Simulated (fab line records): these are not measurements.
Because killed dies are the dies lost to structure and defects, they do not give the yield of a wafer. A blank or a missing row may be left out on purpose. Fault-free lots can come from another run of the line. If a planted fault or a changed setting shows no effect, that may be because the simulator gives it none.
2 desks looking at one fault | flow rit-cmos | what lay behind the numbers comes last; until then each desk has only its own

THE METROLOGY DESK
What the gauges read for every lot (on any tool): the sampled wafers with a number, averaged. The brackets show how far a lot's mean lies from the usual mean; more than 4 standard deviations puts the lot out of limits, marked OUT.
Columns: A = FOX1_OXIDE_THK at RIT_FOX1_THK_MEAS_01, usual 348 nm
lot  | first seen here | A
L298 | day 1 16:50     | 351
L299 | day 2 00:34     | 347
L303 | day 2 18:19     | 308 (-5.5) OUT
L304 | day 2 23:01     | 316 (-4.3) OUT
L310 | day 4 05:09     | 353
L311 | day 4 10:55     | 336
L314 | day 5 01:28     | 345
L315 | day 5 07:22     | 362
L316 | day 5 11:14     | 346
L317 | day 5 16:21     | 353
L318 | day 5 21:02     | 348
L319 | day 6 03:14     | 350
L320 | day 6 07:03     | 335
L321 | day 6 14:13     | 344
Per this desk, out of limits: L303, L304; the first was L303, day 2 18:19 (FOX1_OXIDE_THK at RIT_FOX1_THK_MEAS_01). Within limits: L298, L299, L310, L311, L314, L315, L316, L317, L318, L319, L320, L321.

THE TOOL OWNER'S DESK: furnace-02
The tool's own readings at RIT_FOX1_OXIDATION_00 (target thk 350.7 nm, ox time 1130 s): means of the sampled wafers that have a number, for each lot that ran on this tool. The brackets show how far a lot's mean lies from the usual mean; more than 4 standard deviations puts the lot out of limits, marked OUT.
Columns: A = spike-tc-centre-C at RIT_FOX1_OXIDATION_00, usual 1101.8 C; B = spike-tc-load-C at RIT_FOX1_OXIDATION_00, usual 1128 C; C = spike-tc-source-C at RIT_FOX1_OXIDATION_00, usual 1126.1 C; D = tube-center-temp-C at RIT_FOX1_OXIDATION_00, usual 1100 C; E = tube_center_temp_C_max at RIT_FOX1_OXIDATION_00, usual 1102.7
lot  | first seen here | A                | B    | C                 | D                      | E
L298 | day 1 15:31     | 1101.0           | 1124 | 1129.4            | 1100                   | 1102.8
L303 | day 2 16:59     | 1083.6 (-12) OUT | 1109 | 1113.1 (-6.5) OUT | 1084 (-99 or more) OUT | 1086.9 (-43) OUT
L304 | day 2 21:41     | 1084.4 (-12) OUT | 1109 | 1112.2 (-6.9) OUT | 1084 (-99 or more) OUT | 1086.5 (-44) OUT
L321 | day 6 12:53     | 1100.2           | 1125 | 1128.8            | 1100                   | 1102.8
This desk's verdict: out of limits on L303, L304, starting with L303 at day 2 16:59 (spike-tc-centre-C at RIT_FOX1_OXIDATION_00). Within limits: L298, L321.

TAKEN TOGETHER
An alarm could have come from the tool owner's desk at day 2 16:59, on L303, L304.
L303, L304 would have let the metrology desk raise an alarm at day 2 18:19.
RIT_FOX1_OXIDATION_00 was run on furnace-02 by each of the lots named.

WHAT WAS PUT IN BY THE SIMULATOR
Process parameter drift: furnace-02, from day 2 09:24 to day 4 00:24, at RIT_FOX1_OXIDATION_00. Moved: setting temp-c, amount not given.
Struck lots among those shown: L303, L304.
Time in hours from fault onset to the first out-of-limits reading at each desk: tool owner's desk 8, metrology desk 9.
